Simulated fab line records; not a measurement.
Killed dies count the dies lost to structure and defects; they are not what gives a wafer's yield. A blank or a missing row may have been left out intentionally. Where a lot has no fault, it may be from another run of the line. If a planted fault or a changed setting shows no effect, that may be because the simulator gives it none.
Matching of chambers + flow berkeley cmos170 + 3 sister chambers for UCB170_NWELL_WET_ETCH_18 on wet bench-01
The step etches Si3N4 in H3PO4, time 14400 s. 6 wafers are shown with their chamber, then 5 later ones without.

WAFERS PAIRED WITH THEIR CHAMBERS
| wafer  | chamber | bath guard temp C (C) | bath heat duty pct (%) |
|--------|---------|-----------------------|------------------------|
| L698.5 | 2       | 160.8                 | 27.1                   |
| L707.2 | 0       | 160.7                 | 26.8                   |
| L707.6 | 0       | 160.4                 | 28.5                   |
| L711.2 | 1       | 159.0                 | 26.2                   |
| L711.3 | 1       | 159.3                 | 29.2                   |
| L713.1 | 2       | 160.4                 | 26.5                   |

WAFERS WITH NO CHAMBER GIVEN
| wafer  | bath guard temp C (C) | bath heat duty pct (%) |
|--------|-----------------------|------------------------|
| L713.4 | 160.1                 | 26.3                   |
| L713.6 | 160.3                 | 26.2                   |
| L714.1 | 160.5                 | 26.9                   |
| L714.4 | 160.2                 | 29.1                   |
| L714.6 | 160.4                 | 27.4                   |

WHICH CHAMBER EACH WENT THROUGH
| wafer  | from the rows above          | in truth |
|--------|------------------------------|----------|
| L713.4 | can't be placed: 0 or 2 or 1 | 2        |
| L713.6 | can't be placed: 2 or 0      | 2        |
| L714.1 | can't be placed: 2 or 0      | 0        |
| L714.4 | can't be placed: 0 or 2      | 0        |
| L714.6 | can't be placed: 0 or 2      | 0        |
Placed correctly: 0 of 5. Can't be placed from these rows: 5 (the true chamber is among the candidates in 5). Wrongly placed: 0.
How it was worked out, from the rows above alone: a wafer's distance from a chamber is the root of the sum, over the readings, of the square of ((its reading less the chamber's mean) divided by the reading's scatter). The wafer belongs to the nearest chamber; if the next one is less than 2 further off, it can't be placed. Each chamber's mean is taken over the wafers shown for it. How the scatter is found: for the shown wafers, subtract from each reading the mean of its chamber, square and add these, divide the total by (wafers less chambers), then take the root.
